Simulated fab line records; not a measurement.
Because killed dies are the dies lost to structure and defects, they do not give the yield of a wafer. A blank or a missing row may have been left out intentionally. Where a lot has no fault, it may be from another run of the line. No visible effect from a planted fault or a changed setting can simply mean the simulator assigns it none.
fab line records	flow berkeley_cmos170	part 1 of 2: steps 1 to 25 of 35
record lots=5	wafers=15	last_day=11
route steps=331 shown NWELL@14 PWELL@34
lots that met no fault: taken from a fault-free run of the same line
start_h: the number of hours between the record's first day and the start of the first shown wafer of the lot	wait_h: hours elapsed since this lot's preceding step	" same as the row above	L1.1+2: a single row standing in for several wafers	- either no value or no given start	* or withheld: withheld	< > ~ a bound
route shown NAME@n: names a module that has steps shown in the file, with the first one's number in the route	usual: the fault-free wafers' mean and standard deviation	same: alike in all rows	chamber/n: place in a boat	sites: per-site readings	_std_site: the standard deviation of these	_edge_site: mean of outer sites minus mean of inner sites	radius_mm: for every site, how far away it sits from the centre of the wafer	mask NAME#n: copy n	behind: the most recent tool/chamber to have shaped the wafer	hold: why the lot was held/for how many hours/how that ended	device: the transistor (n, p or np) that didn't switch	end of line: the same wafers' tests at the end of the route	a step with no rows: only its recipe	killed: dies that structure and defects cost at the first sort, which is not the same as the wafer's yield	map: the dies of a wafer, with x for killed, . for not killed, _ for no die there
set.NAME: the setting as run; set.NAME@STEP: as run at that earlier step	model.NAME: the simulator's own value behind a step, which no gauge read
a table for each step, a row for each wafer; lots at some steps of the route
services: when a tool's chamber went out of use (start_h, in hours from the record's first day, below 0 if earlier), for how many hours, and the reason
## steps
# step UCB170_NWELL_WET_ETCH_00
# recipe chemistry=dHF	dilution=25:1	target=SiO2	temp_c=25	time_s=200
# same time_s=200
lot.wafer	tool	chamber	start_h	wait_h
L077.2+5+6	wet_bench-01	1	37.99	0.3
L079.2+3+5	wet_bench-03	1	45.11	0.1
L085.3+4+5	wet_bench-03	0	74.75	0.0
L092.4+5+6	wet_bench-01	2	112.08	0.0
L097.1+2+3	wet_bench-03	1	132.75	0.1
# step UCB170_NWELL_OXIDATION_01
# recipe temp_c=1000	ambient=O2	target_thk_a=264	ox_time_s=1260
# usual spike_tc_source_C=1023.9/1.2	zone_power_centre_pct=45.5/2.7
lot.wafer	tool	chamber	start_h	wait_h	spike_tc_source_C	zone_power_centre_pct
L077.2	furnace-03	0	41.56	3.5	1026.1	46.8
L077.5	"	0	"	"	1024.7	47.9
L077.6	"	0	"	"	1024.0	47.5
L079.2	furnace-03	0	49.16	4.0	1023.7	47.3
L079.3	"	0	"	"	1025.9	47.4
L079.5	"	0	"	"	1025.4	47.5
L085.3	furnace-04	0	78.10	3.3	1023.3	42.0
L085.4	"	0	"	"	1023.7	42.8
L085.5	"	0	"	"	1022.5	42.9
L092.4	furnace-02	0	116.67	4.5	1021.2	41.9
L092.5	"	0	"	"	1022.5	42.5
L092.6	"	0	"	"	1022.1	41.8
L097.1	furnace-02	0	135.99	3.2	1024.7	41.5
L097.2	"	0	"	"	1023.8	41.9
L097.3	"	0	"	"	1023.4	41.9
# step UCB170_NWELL_THK_MEAS_02
# recipe reads=SiO2_of_NWELL_OXIDATION_01
# usual NWELL_OXIDE_THK=26.6/0.45
lot.wafer	tool	chamber	start_h	wait_h	NWELL_OXIDE_THK[nm]
L077.2	film_metro-01	-	42.92	0.0	26.3
L077.5	"	-	"	"	26.5
L077.6	"	-	"	"	26.3
L079.2	film_metro-01	-	50.52	0.0	26.6
L079.3	"	-	"	"	26.9
L079.5	"	-	"	"	26.9
L085.3	film_metro-02	-	79.47	0.0	26.3
L085.4	"	-	"	"	26.4
L085.5	"	-	"	"	26.8
L092.4	film_metro-03	-	118.05	0.0	26.3
L092.5	"	-	"	"	26.2
L092.6	"	-	"	"	26.7
L097.1	film_metro-03	-	137.34	0.0	26.3
L097.2	"	-	"	"	26.4
L097.3	"	-	"	"	26.0
# step UCB170_NWELL_ANNEAL_03
# recipe temp_c=1000	time_s=900	ambient=N2
# usual spike_tc_source_C=1023.5/1.4	zone_power_centre_pct=44.3/2.7
# same time_s=900
lot.wafer	tool	chamber	start_h	wait_h	spike_tc_source_C	zone_power_centre_pct
L077.2	furnace-03	0	47.91	5.0	1023.1	47.7
L077.5	"	0	"	"	1024.6	47.5
L077.6	"	0	"	"	1024.1	47.5
L079.2	furnace-02	0	53.63	3.1	1023.3	41.8
L079.3	"	0	"	"	1022.9	41.8
L079.5	"	0	"	"	1024.5	42.1
L085.3	furnace-04	0	82.45	3.0	1023.6	42.8
L085.4	"	0	"	"	1022.1	42.3
L085.5	"	0	"	"	1024.5	43.9
L092.4	furnace-02	0	120.61	2.5	1021.5	41.5
L092.5	"	0	"	"	1023.7	41.6
L092.6	"	0	"	"	1023.0	41.8
L097.1	furnace-02	0	140.09	2.7	1022.3	41.6
L097.2	"	0	"	"	1023.0	42.0
L097.3	"	0	"	"	1022.4	41.8
# step UCB170_NWELL_CVD_04
# recipe material=Si3N4	target_thk_nm=224	temp_c=800	precursor=SiH2Cl2/NH3	time_s=3360	pressure_mtorr=200	sih2cl2_flow_sccm=25	nh3_flow_sccm=75
# usual nh3_flow_sccm=75.00/0.23	spike_tc_source_C=822.4/1.6	zone_power_centre_pct=39/4
# same time_s=3360
lot.wafer	tool	chamber	start_h	wait_h	nh3_flow_sccm	spike_tc_source_C	zone_power_centre_pct
L077.2	lpcvd-01	0	49.30	0.1	75.20	821.8	42
L077.5	"	0	"	"	75.26	822.9	41
L077.6	"	0	"	"	75.04	822.2	42
L079.2	lpcvd-01	0	55.54	0.7	74.74	820.1	42
L079.3	"	0	"	"	75.07	820.4	41
L079.5	"	0	"	"	74.84	820.5	42
L085.3	lpcvd-02	1	83.86	0.2	75.01	824.3	41
L085.4	"	1	"	"	75.08	824.4	42
L085.5	"	1	"	"	75.19	823.4	42
L092.4	lpcvd-01	1	121.86	0.0	75.23	823.7	33
L092.5	"	1	"	"	75.23	821.6	34
L092.6	"	1	"	"	75.41	823.4	33
L097.1	lpcvd-02	1	141.34	0.0	75.10	823.2	42
L097.2	"	1	"	"	75.57	823.9	42
L097.3	"	1	"	"	75.53	824.9	42
# step UCB170_NWELL_THK_MEAS_05
# recipe reads=Si3N4_of_NWELL_CVD_04
# usual NWELL_NITRIDE_THK=223.1/1.7
lot.wafer	tool	chamber	start_h	wait_h	NWELL_NITRIDE_THK[nm]
L077.2	film_metro-03	-	51.25	0.0	222.6
L077.5	"	-	"	"	221.5
L077.6	"	-	"	"	221.1
L079.2	film_metro-01	-	57.49	0.0	219.9
L079.3	"	-	"	"	221.5
L079.5	"	-	"	"	219.9
L085.3	film_metro-01	-	85.81	0.0	220.7
L085.4	"	-	"	"	221.1
L085.5	"	-	"	"	222.6
L092.4	film_metro-02	-	123.82	0.0	223.3
L092.5	"	-	"	"	223.2
L092.6	"	-	"	"	223.8
L097.1	film_metro-03	-	143.27	0.0	221.0
L097.2	"	-	"	"	220.2
L097.3	"	-	"	"	221.2
# step UCB170_NWELL_HMDS_06
# recipe prime_time_s=60	prime_temp_c=100
# usual exhaust_pa=44.9/1	prime_temp_c=100.00/0.14
lot.wafer	tool	chamber	start_h	wait_h	exhaust_pa	prime_temp_c
L077.2	litho_track-03	0	51.44	0.2	45.1	99.95
L077.5	"	0	"	"	45.1	99.86
L077.6	"	0	"	"	45.8	99.92
L079.2	litho_track-03	0	57.56	0.1	44.0	99.84
L079.3	"	0	"	"	44.0	100.17
L079.5	"	0	"	"	44.9	100.01
L085.3	litho_track-03	0	86.24	0.4	46.1	99.73
L085.4	"	0	"	"	45.4	99.81
L085.5	"	0	"	"	44.6	99.66
L092.4	litho_track-04	0	123.93	0.1	43.4	100.04
L092.5	"	0	"	"	44.4	100.24
L092.6	"	0	"	"	44.0	99.81
L097.1	litho_track-01	0	143.33	0.1	43.8	99.75
L097.2	"	0	"	"	44.9	100.22
L097.3	"	0	"	"	44.3	100.12
# step UCB170_NWELL_COAT_07
# recipe resist=KrF	spin_rpm=1500	resist_thk_nm=900
# usual exhaust_pa=44.9/0.88
lot.wafer	tool	chamber	start_h	wait_h	exhaust_pa
L077.2	litho_track-03	0	51.59	0.1	44.9
L077.5	"	0	"	"	44.7
L077.6	"	0	"	"	44.1
L079.2	litho_track-03	0	57.71	0.1	44.3
L079.3	"	0	"	"	45.0
L079.5	"	0	"	"	45.8
L085.3	litho_track-03	0	86.39	0.1	45.7
L085.4	"	0	"	"	44.2
L085.5	"	0	"	"	45.9
L092.4	litho_track-04	0	124.08	0.1	45.8
L092.5	"	0	"	"	45.4
L092.6	"	0	"	"	44.4
L097.1	litho_track-01	0	143.48	0.1	44.9
L097.2	"	0	"	"	43.4
L097.3	"	0	"	"	44.6
# step UCB170_NWELL_SOFTBAKE_08
# recipe resist=KrF	temp_c=130	time_s=60
# usual exhaust_pa=45.2/0.88
# same time_s=60
lot.wafer	tool	chamber	start_h	wait_h	exhaust_pa
L077.2	litho_track-03	0	51.74	0.1	46.7
L077.5	"	0	"	"	45.8
L077.6	"	0	"	"	48.3
L079.2	litho_track-03	0	57.86	0.1	45.7
L079.3	"	0	"	"	46.6
L079.5	"	0	"	"	44.5
L085.3	litho_track-03	0	86.54	0.1	45.8
L085.4	"	0	"	"	44.1
L085.5	"	0	"	"	44.6
L092.4	litho_track-04	0	124.23	0.1	45.8
L092.5	"	0	"	"	46.0
L092.6	"	0	"	"	46.5
L097.1	litho_track-01	0	143.63	0.1	44.9
L097.2	"	0	"	"	44.3
L097.3	"	0	"	"	45.4
# step UCB170_NWELL_EXPOSE_09
# recipe mask_id=NWELL	target_cd_nm=3000	na=0.5	sigma_outer=0.6	source_shape=conventional	dose_mj=25
lot.wafer	tool	chamber	start_h	wait_h	mask
L077.2+5+6	krf_scanner-01	0	51.88	0.1	NWELL#0
L079.2+3+5	krf_scanner-02	0	58.01	0.1	NWELL#0
L085.3+4+5	krf_scanner-02	0	86.93	0.4	NWELL#0
L092.4+5+6	krf_scanner-01	0	124.48	0.2	NWELL#0
L097.1+2+3	krf_scanner-01	0	143.78	0.1	NWELL#0
# step UCB170_NWELL_PEB_10
# recipe peb_temp_c=130	peb_time_s=withheld	resist=KrF
# usual exhaust_pa=44.8/0.79
lot.wafer	tool	chamber	start_h	wait_h	exhaust_pa
L077.2	litho_track-04	0	52.23	0.3	45.9
L077.5	"	0	"	"	45.7
L077.6	"	0	"	"	45.3
L079.2	litho_track-04	0	58.49	0.5	45.2
L079.3	"	0	"	"	44.1
L079.5	"	0	"	"	44.9
L085.3	litho_track-04	0	87.22	0.3	45.3
L085.4	"	0	"	"	44.7
L085.5	"	0	"	"	45.3
L092.4	litho_track-01	0	124.62	0.1	45.0
L092.5	"	0	"	"	44.2
L092.6	"	0	"	"	45.2
L097.1	litho_track-04	0	143.90	0.1	44.3
L097.2	"	0	"	"	44.3
L097.3	"	0	"	"	44.9
# step UCB170_NWELL_DEVELOP_11
# recipe developer=TMAH	develop_time_s=45	resist=KrF	dev_temp_c=21
# usual exhaust_pa=44.9/0.91
lot.wafer	tool	chamber	start_h	wait_h	exhaust_pa
L077.2	litho_track-04	0	-	-	45.5
L077.5	"	0	"	"	44.6
L077.6	"	0	"	"	46.4
L079.2	litho_track-04	0	-	-	44.6
L079.3	"	0	"	"	45.6
L079.5	"	0	"	"	44.6
L085.3	litho_track-04	0	-	-	43.4
L085.4	"	0	"	"	45.8
L085.5	"	0	"	"	44.6
L092.4	litho_track-01	0	-	-	44.8
L092.5	"	0	"	"	45.8
L092.6	"	0	"	"	44.2
L097.1	litho_track-04	0	-	-	45.0
L097.2	"	0	"	"	44.7
L097.3	"	0	"	"	43.6
# step UCB170_NWELL_OVL_MEAS_12
# usual NWELL_OVL=2/6
lot.wafer	tool	chamber	start_h	wait_h	NWELL_OVL[nm]
L077.2	overlay-01	-	52.48	-	-1
L077.5	"	-	"	"	-10
L077.6	"	-	"	"	-9
L079.2	overlay-02	-	58.77	-	13
L079.3	"	-	"	"	13
L079.5	"	-	"	"	16
L085.3	overlay-02	-	87.45	-	10
L085.4	"	-	"	"	1
L085.5	"	-	"	"	8
L092.4	overlay-02	-	124.84	-	-2
L092.5	"	-	"	"	0
L092.6	"	-	"	"	0
L097.1	overlay-01	-	144.18	-	-1
L097.2	"	-	"	"	1
L097.3	"	-	"	"	1
# step UCB170_NWELL_ETCH_13
# recipe chemistry=CH3F/Ar/O2	target=Si3N4	stop_on=SiO2	CH3F_flow_sccm=20	Ar_flow_sccm=50	O2_flow_sccm=7	pressure_mtorr=50	rf_w=450	target_depth_a=2464	over_etch_frac=0.1	time_s=154
# usual CH3F_flow_sccm=20.00/0.055	drypump_motor_current_A=5.6/0.49	oes_product_au=0.943/0.013	throttle_valve_pct=8.09/0.11
# same time_s=154
lot.wafer	tool	chamber	start_h	wait_h	CH3F_flow_sccm	drypump_motor_current_A	oes_product_au	rf_hours_counter_h	throttle_valve_pct
L077.2	rie_diel-02	0	52.51	0.0	20.07	5.2	0.941	12	7.97
L077.5	"	2	"	"	19.96	5.2	0.945	-	8.24
L077.6	"	3	"	"	19.96	6.6	0.934	-	7.98
L079.2	rie_diel-02	2	58.80	0.0	19.85	5.3	0.939	53	8.22
L079.3	"	3	"	"	19.99	6.6	0.925	34	7.97
L079.5	"	1	"	"	19.96	5.1	0.955	-	8.20
L085.3	rie_diel-03	0	87.48	0.0	19.94	5.6	0.925	135	8.29
L085.4	"	3	"	"	20.07	5.3	0.935	146	8.08
L085.5	"	1	"	"	20.00	6.3	0.952	-	8.09
L092.4	rie_diel-03	0	124.85	0.0	19.97	5.6	0.923	136	8.30
L092.5	"	0	"	"	19.97	5.6	0.926	-	8.30
L092.6	"	3	"	"	19.98	5.3	0.946	-	8.05
L097.1	rie_diel-04	1	144.21	0.0	20.04	5.6	0.925	118	8.04
L097.2	"	0	"	"	19.99	5.6	0.929	155	7.97
L097.3	"	2	"	"	19.90	5.1	0.957	2	8.04
# step UCB170_NWELL_IMPLANT_14
# recipe species=P	dose_cm2=1e+13	energy_kev=150	tilt_deg=7
# usual beam_on_s=10.00/0.19	end_station_pressure_torr=5e-06/2.4e-07
lot.wafer	tool	chamber	start_h	wait_h	beam_on_s	end_station_pressure_torr
L077.2	implanter-01	0	52.64	0.1	10.03	5.23e-06
L077.5	"	0	"	"	10.24	4.88e-06
L077.6	"	0	"	"	10.25	5.11e-06
L079.2	implanter-03	0	58.93	0.1	10.38	5.22e-06
L079.3	"	0	"	"	9.86	5.28e-06
L079.5	"	0	"	"	10.20	4.94e-06
L085.3	implanter-03	0	87.63	0.1	9.98	4.94e-06
L085.4	"	0	"	"	9.87	4.9e-06
L085.5	"	0	"	"	9.77	4.9e-06
L092.4	implanter-03	0	125.03	0.1	10.00	5.31e-06
L092.5	"	0	"	"	9.82	5.15e-06
L092.6	"	0	"	"	9.92	4.73e-06
L097.1	implanter-04	0	144.31	0.1	10.04	5.03e-06
L097.2	"	0	"	"	10.04	4.82e-06
L097.3	"	0	"	"	10.12	4.87e-06
# step UCB170_NWELL_STRIP_15
# recipe chemistry=O2	power_w=400	pressure_mtorr=3500	platen_temp_c=withheld	o2_flow_sccm=400	overash_fraction=0.5
# usual drypump_motor_current_A=5.8/0.55	o2_flow_sccm=400.1/1.2	oes_product_au=0.721/0.0044	strip_time_to_endpoint_s=17.98/0.1
lot.wafer	tool	chamber	start_h	wait_h	drypump_motor_current_A	o2_flow_sccm	oes_product_au	rf_hours_counter_h	strip_time_to_endpoint_s
L077.2	plasma_asher-04	1	52.77	0.1	6.1	401.0	0.726	27	17.97
L077.5	"	1	"	"	6.1	400.6	0.718	-	17.99
L077.6	"	0	"	"	5.6	401.2	0.719	-	17.83
L079.2	plasma_asher-04	0	59.06	0.1	5.6	400.3	0.723	28	17.96
L079.3	"	1	"	"	6.1	396.8	0.723	-	17.78
L079.5	"	0	"	"	5.6	399.1	0.731	-	18.00
L085.3	plasma_asher-03	1	87.76	0.1	6.4	399.7	0.728	-	18.05
L085.4	"	0	"	"	6.0	400.9	0.718	-	17.87
L085.5	"	0	"	"	6.0	400.2	0.718	-	17.86
L092.4	plasma_asher-04	1	125.14	0.1	6.1	401.4	0.717	-	18.13
L092.5	"	0	"	"	5.6	399.5	0.719	-	18.05
L092.6	"	1	"	"	6.1	401.8	0.713	-	18.09
L097.1	plasma_asher-02	0	144.46	0.1	4.8	400.5	0.727	42	17.95
L097.2	"	1	"	"	6.0	399.9	0.725	42	18.00
L097.3	"	0	"	"	4.8	400.8	0.717	-	18.00
# step UCB170_NWELL_TW_MEAS_16
# usual NWELL_TW=1254/6.2
lot.wafer	tool	chamber	start_h	wait_h	NWELL_TW
L077.2	film_metro-01	-	52.88	0.1	1246
L077.5	"	-	"	"	1252
L077.6	"	-	"	"	1251
L079.2	film_metro-01	-	59.17	0.1	1252
L079.3	"	-	"	"	1247
L079.5	"	-	"	"	1258
L085.3	film_metro-01	-	87.85	0.1	1256
L085.4	"	-	"	"	1254
L085.5	"	-	"	"	1244
L092.4	film_metro-01	-	125.24	0.1	1248
L092.5	"	-	"	"	1249
L092.6	"	-	"	"	1252
L097.1	film_metro-01	-	144.56	0.1	1257
L097.2	"	-	"	"	1267
L097.3	"	-	"	"	1259
# step UCB170_NWELL_CLEAN_17
# recipe chemistry=SPM	temp_c=120	time_s=600
# same time_s=600
lot.wafer	tool	chamber	start_h	wait_h
L077.2+5+6	wet_bench-01	0	52.93	0.0
L079.2+3+5	wet_bench-02	0	59.22	0.0
L085.3+4+5	wet_bench-01	1	88.02	0.2
L092.4+5+6	wet_bench-02	3	126.63	1.4
L097.1+2+3	wet_bench-03	3	145.37	0.8
# step UCB170_NWELL_WET_ETCH_18
# recipe chemistry=H3PO4	target=Si3N4	temp_c=160	time_s=14400
# same time_s=14400
lot.wafer	tool	chamber	start_h	wait_h
L077.2+5+6	wet_bench-01	2	53.10	0.0
L079.2+3+5	wet_bench-02	3	59.39	0.0
L085.3+4+5	wet_bench-01	0	88.31	0.1
L092.4+5+6	wet_bench-01	1	127.05	0.2
L097.1+2+3	wet_bench-03	3	145.56	0.0
# step UCB170_NWELL_WET_ETCH_19
# recipe chemistry=BOE	dilution=5:1	target=SiO2	temp_c=25	time_s=22
# same time_s=22
lot.wafer	tool	chamber	start_h	wait_h
L077.2+5+6	wet_bench-03	2	57.11	0.0
L079.2+3+5	wet_bench-01	0	63.40	0.0
L085.3+4+5	wet_bench-03	2	92.32	0.0
L092.4+5+6	wet_bench-03	3	131.06	0.0
L097.1+2+3	wet_bench-02	0	149.57	0.0
# step UCB170_PWELL_CLEAN_00
# recipe chemistry=SPM	temp_c=120	time_s=600
# same time_s=600
lot.wafer	tool	chamber	start_h	wait_h
L077.2+5+6	wet_bench-01	3	57.12	0.0
L079.2+3+5	wet_bench-02	0	63.41	0.0
L085.3+4+5	wet_bench-02	2	92.34	0.0
L092.4+5+6	wet_bench-01	2	131.08	0.0
L097.1+2+3	wet_bench-03	0	149.59	0.0
# step UCB170_PWELL_CLEAN_01
# recipe chemistry=dHF	dilution=25:1	time_s=60
# same time_s=60
lot.wafer	tool	chamber	start_h	wait_h
L077.2+5+6	wet_bench-03	1	57.30	0.0
L079.2+3+5	wet_bench-02	2	63.59	0.0
L085.3+4+5	wet_bench-01	3	92.51	0.0
L092.4+5+6	wet_bench-01	0	131.25	0.0
L097.1+2+3	wet_bench-02	3	149.76	0.0
# step UCB170_PWELL_OXIDATION_02
# recipe temp_c=1000	ambient=O2	target_thk_a=264	ox_time_s=1260
# usual spike_tc_source_C=1020.9/2	zone_power_centre_pct=45.7/3
lot.wafer	tool	chamber	start_h	wait_h	spike_tc_source_C	zone_power_centre_pct
L077.2	furnace-04	0	61.45	4.1	1023.5	42.4
L077.5	"	0	"	"	1023.4	42.6
L077.6	"	0	"	"	1023.6	43.3
L079.2	furnace-01	0	67.02	3.4	1018.8	48.3
L079.3	"	0	"	"	1020.0	48.5
L079.5	"	0	"	"	1019.2	48.5
L085.3	furnace-01	0	96.54	4.0	1020.0	49.0
L085.4	"	0	"	"	1020.0	48.1
L085.5	"	0	"	"	1018.7	47.5
L092.4	furnace-04	0	133.48	2.2	1021.7	42.7
L092.5	"	0	"	"	1025.3	43.3
L092.6	"	0	"	"	1024.9	42.8
L097.1	furnace-01	0	154.04	4.3	1019.0	48.1
L097.2	"	0	"	"	1020.1	48.4
L097.3	"	0	"	"	1018.7	48.4
# step UCB170_PWELL_THK_MEAS_03
# recipe reads=SiO2_of_PWELL_OXIDATION_02
# usual PWELL_OXIDE_THK=26.4/0.47
lot.wafer	tool	chamber	start_h	wait_h	PWELL_OXIDE_THK[nm]
L077.2	film_metro-03	-	62.81	0.0	26.9
L077.5	"	-	"	"	27.1
L077.6	"	-	"	"	27.1
L079.2	film_metro-01	-	68.38	0.0	26.1
L079.3	"	-	"	"	26.0
L079.5	"	-	"	"	26.2
L085.3	film_metro-03	-	97.91	0.0	26.4
L085.4	"	-	"	"	26.6
L085.5	"	-	"	"	26.7
L092.4	film_metro-01	-	134.86	0.0	26.1
L092.5	"	-	"	"	26.0
L092.6	"	-	"	"	26.1
L097.1	film_metro-04	-	155.39	0.0	26.5
L097.2	"	-	"	"	26.5
L097.3	"	-	"	"	26.4
# step UCB170_PWELL_ANNEAL_04
# recipe temp_c=1000	time_s=900	ambient=N2
# usual spike_tc_source_C=1021.3/2.1	zone_power_centre_pct=45.3/2.9
# same time_s=900
lot.wafer	tool	chamber	start_h	wait_h	spike_tc_source_C	zone_power_centre_pct
L077.2	furnace-04	0	67.15	4.3	1023.5	44.0
L077.5	"	0	"	"	1025.5	42.9
L077.6	"	0	"	"	1024.2	43.2
L079.2	furnace-01	0	71.12	2.7	1020.4	48.1
L079.3	"	0	"	"	1019.8	47.3
L079.5	"	0	"	"	1018.6	48.9
L085.3	furnace-02	0	100.71	2.8	1022.0	41.5
L085.4	"	0	"	"	1021.1	42.3
L085.5	"	0	"	"	1021.7	41.6
L092.4	furnace-02	0	137.34	2.5	1021.6	41.6
L092.5	"	0	"	"	1023.3	41.0
L092.6	"	0	"	"	1022.9	41.8
L097.1	furnace-01	0	159.64	4.2	1020.8	47.9
L097.2	"	0	"	"	1018.9	48.0
L097.3	"	0	"	"	1019.4	49.4
